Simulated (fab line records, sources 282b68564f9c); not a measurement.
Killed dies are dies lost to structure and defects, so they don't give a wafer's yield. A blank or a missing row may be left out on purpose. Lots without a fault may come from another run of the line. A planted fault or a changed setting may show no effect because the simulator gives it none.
Which tool did it? | flow rit_cmos | 15 lots, 45 wafers sampled, at 7 steps of a route of 202

WHAT THE GAUGES READ, wafer by wafer
RIT_ACTIVE_CD_MEAS_90: target cd 1400 nm. Usual: cd_nm 1399.9 nm, standard deviation 2.4.
lot  | measured    | on        | cd_nm (nm)           | flag
L427 | day 1 15:57 | cd_sem-02 | 1399.8 1400.7 1403.1 |
L429 | day 2 01:35 | cd_sem-01 | 1395.8 1396.0 1398.0 |
L431 | day 2 11:09 | cd_sem-01 | 1396.6 1398.8 1398.2 |
L432 | day 2 16:02 | cd_sem-02 | 1400.1 1400.5 1397.6 |
L433 | day 2 21:04 | cd_sem-02 | 1401.2 1400.9 1400.4 |
L437 | day 3 17:01 | cd_sem-01 | 1404.1 1403.1 1402.0 |
L439 | day 4 03:11 | cd_sem-01 | 1403.1 1398.4 1402.2 |
L440 | day 4 08:10 | cd_sem-01 | 1397.9 1396.7 1395.9 |
L441 | day 4 13:02 | cd_sem-01 | 1399.5 1400.9 1398.6 |
L442 | day 4 18:01 | cd_sem-02 | 1398.7 1399.0 1400.0 |
L444 | day 5 04:02 | cd_sem-01 | 1400.3 1401.4 1401.7 |
L445 | day 5 11:37 | cd_sem-02 | 1397.4 1395.8 1397.7 |
L446 | day 5 14:05 | cd_sem-01 | 1400.0 1400.2 1401.2 |
L449 | day 6 05:01 | cd_sem-02 | 1405.1 1403.1 1403.9 |
L450 | day 6 10:08 | cd_sem-01 | 1400.3 1398.6 1399.3 |

RIT_PWELL_OVL_MEAS_06. Usual: PWELL_OVL 0.3 nm, standard deviation 1.4.
lot  | measured    | on         | PWELL_OVL (nm) | flag
L427 | day 1 23:02 | overlay-02 | 1.6 1.8 0.4    |
L429 | day 2 09:43 | overlay-02 | 1.1 -0.1 0.1   |
L431 | day 2 18:54 | overlay-02 | -1.5 0.2 1.0   |
L432 | day 2 22:56 | overlay-01 | -1.4 -0.8 0.4  |
L433 | day 3 03:45 | overlay-01 | -0.2 2.2 1.1   |
L437 | day 3 23:57 | overlay-02 | 0.2 2.6 0.9    |
L439 | day 4 11:14 | overlay-02 | 1.2 1.0 1.4    |
L440 | day 4 16:13 | overlay-01 | 0.9 2.1 1.2    |
L441 | day 4 19:45 | overlay-01 | -2.6 -0.8 -0.5 |
L442 | day 5 00:47 | overlay-01 | 2.3 0.5 1.1    |
L444 | day 5 13:11 | overlay-01 | -0.5 -1.0 -1.0 |
L445 | day 5 18:22 | overlay-01 | -1.0 -0.8 -0.7 |
L446 | day 5 21:25 | overlay-02 | -2.6 -1.8 0.1  |
L449 | day 6 12:38 | overlay-01 | -1.4 -1.4 0.1  |
L450 | day 6 18:13 | overlay-01 | -2.0 0.9 -0.8  |

RIT_NLDD_OVL_MEAS_06. Usual: NLDD_OVL 0.4 nm, standard deviation 1.3.
lot  | measured    | on         | NLDD_OVL (nm)  | flag
L427 | day 2 18:11 | overlay-01 | 0.1 0.0 0.5    |
L429 | day 3 04:06 | overlay-02 | 1.1 0.8 1.9    |
L431 | day 3 13:31 | overlay-01 | - - -          | OFF
L432 | day 3 18:32 | overlay-02 | - - -          | OFF
L433 | day 3 23:40 | overlay-02 | - - -          | OFF
L437 | day 4 19:08 | overlay-02 | 1.1 1.3 3.7    |
L439 | day 5 06:50 | overlay-02 | -0.7 0.2 1.7   |
L440 | day 5 16:07 | overlay-02 | -0.7 0.1 -0.4  |
L441 | day 5 15:50 | overlay-01 | -0.2 1.0 1.1   |
L442 | day 5 19:32 | overlay-02 | 1.5 -0.3 -0.8  |
L444 | day 6 08:28 | overlay-01 | 0.2 2.5 2.5    |
L445 | day 6 12:45 | overlay-02 | -1.0 1.5 0.4   |
L446 | day 6 15:46 | overlay-01 | 1.4 0.9 1.9    |
L449 | day 7 07:46 | overlay-01 | 3.1 0.8 1.2    |
L450 | day 7 13:58 | overlay-02 | -1.0 -1.6 -0.3 |

RIT_PLDD_TW_MEAS_10. Usual: PLDD_TW 2344, standard deviation 13.
lot  | measured    | on            | PLDD_TW                       | flag
L427 | day 2 20:15 | film_metro-02 | 2338 2316 2328                |
L429 | day 3 06:02 | film_metro-01 | 2344 2334 2327                |
L431 | day 3 15:26 | film_metro-01 | 2872 2880 2886 2871 2888 2862 | OFF
L432 | day 3 20:36 | film_metro-03 | 2912 2909 2906 2902 2906 2905 | OFF
L433 | day 4 01:37 | film_metro-03 | 2893 2883 2889 2898 2883 2888 | OFF
L437 | day 4 21:31 | film_metro-03 | 2354 2355 2350                |
L439 | day 5 08:55 | film_metro-02 | 2318 2324 2319                |
L440 | day 5 18:10 | film_metro-01 | 2343 2341 2354                |
L441 | day 5 17:55 | film_metro-03 | 2363 2342 2359                |
L442 | day 5 21:31 | film_metro-01 | 2335 2335 2337                |
L444 | day 6 10:31 | film_metro-02 | 2340 2332 2323                |
L445 | day 6 14:52 | film_metro-02 | 2339 2340 2338                |
L446 | day 6 18:02 | film_metro-02 | 2341 2330 2332                |
L449 | day 7 09:42 | film_metro-03 | 2341 2352 2354                |
L450 | day 7 15:54 | film_metro-01 | 2342 2351 2345                |

RIT_NSD_TW_MEAS_10. Usual: NSD_TW 3120, standard deviation 19.
lot  | measured    | on            | NSD_TW                        | flag
L427 | day 3 00:17 | film_metro-02 | 3093 3102 3104                |
L429 | day 3 10:10 | film_metro-01 | 3110 3113 3110                |
L431 | day 3 22:10 | film_metro-02 | 3317 3307 3296 3306 3312 3300 | OFF
L432 | day 4 07:22 | film_metro-02 | 3304 3308 3295 3272 3295 3297 | OFF
L433 | day 4 12:30 | film_metro-02 | 3299 3307 3280 3292 3281 3294 | OFF
L437 | day 5 01:34 | film_metro-02 | 3100 3091 3086                |
L439 | day 5 13:35 | film_metro-01 | 3118 3111 3118                |
L440 | day 5 22:59 | film_metro-01 | 3118 3108 3125                |
L441 | day 5 21:56 | film_metro-03 | 3132 3124 3145                |
L442 | day 6 01:26 | film_metro-01 | 3127 3154 3121                |
L444 | day 6 14:35 | film_metro-02 | 3099 3119 3121                |
L445 | day 6 18:55 | film_metro-03 | 3151 3160 3154                |
L446 | day 6 22:04 | film_metro-01 | 3123 3122 3121                |
L449 | day 7 13:49 | film_metro-01 | 3127 3132 3121                |
L450 | day 7 20:02 | film_metro-03 | 3138 3129 3134                |

WHICH TOOL RAN EACH LOT (tool, then ch and the chambers of the sampled wafers, then the start)
lot  | RIT_NWELL_STRIP_09                  | RIT_NLDD_COAT_01
L427 | plasma_asher-03 ch 1, day 1 21:47   | litho_track-03 ch 0, day 2 17:10
L429 | plasma_asher-01 ch 0,1, day 2 08:28 | litho_track-04 ch 0, day 3 03:25
L431 | plasma_asher-03 ch 0,1, day 2 17:20 | litho_track-01, day 3 12:49
L432 | plasma_asher-03 ch 0,1, day 2 21:49 | litho_track-04, day 3 17:50
L433 | plasma_asher-03 ch 0,1, day 3 02:41 | litho_track-04, day 3 23:00
L437 | plasma_asher-04 ch 0,1, day 3 22:45 | litho_track-01 ch 0, day 4 18:18
L439 | plasma_asher-04 ch 0,1, day 4 10:07 | litho_track-01 ch 0, day 5 06:01
L440 | plasma_asher-03 ch 0,1, day 4 15:05 | litho_track-04 ch 0, day 5 15:18
L441 | plasma_asher-01 ch 0,1, day 4 18:38 | litho_track-01 ch 0, day 5 15:10
L442 | plasma_asher-03 ch 0,1, day 4 23:40 | litho_track-01 ch 0, day 5 18:50
L444 | plasma_asher-03 ch 0,1, day 5 12:04 | litho_track-03 ch 0, day 6 07:43
L445 | plasma_asher-03 ch 0,1, day 5 17:18 | litho_track-03 ch 0, day 6 12:05
L446 | plasma_asher-03 ch 0,1, day 5 20:13 | litho_track-04 ch 0, day 6 15:06
L449 | plasma_asher-04 ch 0,1, day 6 11:23 | litho_track-01 ch 0, day 7 06:58
L450 | plasma_asher-01 ch 0,1, day 6 16:59 | litho_track-03 ch 0, day 7 13:09
- RIT_NWELL_STRIP_09: strips in O2, time 180 s.
- RIT_NLDD_COAT_01: resist thk 1000 nm.

WHAT THE TOOLS THEMSELVES READ (means of the sampled wafers that have a number; where no wafer has one, the mark that the record gives instead)
RIT_NWELL_STRIP_09. Usual: chamber_pressure_mTorr 4000 mTorr, standard deviation 3.8; drypump_motor_current_A 5.8 A, standard deviation 0.39.
lot  | tool            | chamber_pressure_mTorr (mTorr) | drypump_motor_current_A (A) | flag
L427 | plasma_asher-03 | 4003                           | 5.8                         |
L429 | plasma_asher-01 | 4002                           | 5.5                         |
L431 | plasma_asher-03 | 3998                           | 6.0                         |
L432 | plasma_asher-03 | 4004                           | 5.8                         |
L433 | plasma_asher-03 | 4000                           | 6.0                         |
L437 | plasma_asher-04 | 4002                           | 5.9                         |
L439 | plasma_asher-04 | 4000                           | 5.6                         |
L440 | plasma_asher-03 | 3999                           | 6.0                         |
L441 | plasma_asher-01 | 4000                           | 5.9                         |
L442 | plasma_asher-03 | 3999                           | 5.9                         |
L444 | plasma_asher-03 | 4002                           | 6.0                         |
L445 | plasma_asher-03 | 3996                           | 5.9                         |
L446 | plasma_asher-03 | 4000                           | 6.0                         |
L449 | plasma_asher-04 | 4002                           | 5.9                         |
L450 | plasma_asher-01 | 4002                           | 5.9                         |

RIT_NLDD_COAT_01. Usual: chill_plate_temp_C 22.99 C, standard deviation 0.11; dispense_pressure_kPa 50 kPa, standard deviation 5.9.
lot  | tool           | chill_plate_temp_C (C) | dispense_pressure_kPa (kPa) | flag
L427 | litho_track-03 | 23.14                  | 53                          |
L429 | litho_track-04 | 22.88                  | 56                          |
L431 | litho_track-01 | -                      | -                           | OFF
L432 | litho_track-04 | -                      | -                           | OFF
L433 | litho_track-04 | -                      | -                           | OFF
L437 | litho_track-01 | 23.08                  | 44                          |
L439 | litho_track-01 | 22.88                  | 44                          |
L440 | litho_track-04 | 22.96                  | 56                          |
L441 | litho_track-01 | 22.86                  | 44                          |
L442 | litho_track-01 | 23.01                  | 44                          |
L444 | litho_track-03 | 22.98                  | 53                          |
L445 | litho_track-03 | 22.87                  | 53                          |
L446 | litho_track-04 | 22.90                  | 56                          |
L449 | litho_track-01 | 22.93                  | 44                          |
L450 | litho_track-03 | 22.97                  | 53                          |

THE ANSWER, worked out from the rows above alone
Rule: a lot is off if the mean of its wafers that have a number lies more than 3 standard deviations from the usual mean. A lot without any number at a reading at which 4 lots or more have one is off too. The other lots that the step has rows for count as sound. The gauges are gone through in route order, then the tools' own readings, and for those a lot's mean is taken as printed above. The first step at which some lot is off is used, and at that step the reading that is off furthest; a lot without a number counts as furthest.
Off: L431, L432, L433, at RIT_NLDD_OVL_MEAS_06 (NLDD_OVL). Without a number there: L431, L432, L433.
A tool fits if, at a process step before that reading, it ran every lot that is off, and no sound lot after the first of them. The gauges at RIT_NLDD_OVL_MEAS_06 aren't tried: what is off there is off at RIT_PLDD_TW_MEAS_10 too, on other tools, and a gauge's error can't cause that. None of those tried fits.

WHAT THE SIMULATOR HAD PUT IN
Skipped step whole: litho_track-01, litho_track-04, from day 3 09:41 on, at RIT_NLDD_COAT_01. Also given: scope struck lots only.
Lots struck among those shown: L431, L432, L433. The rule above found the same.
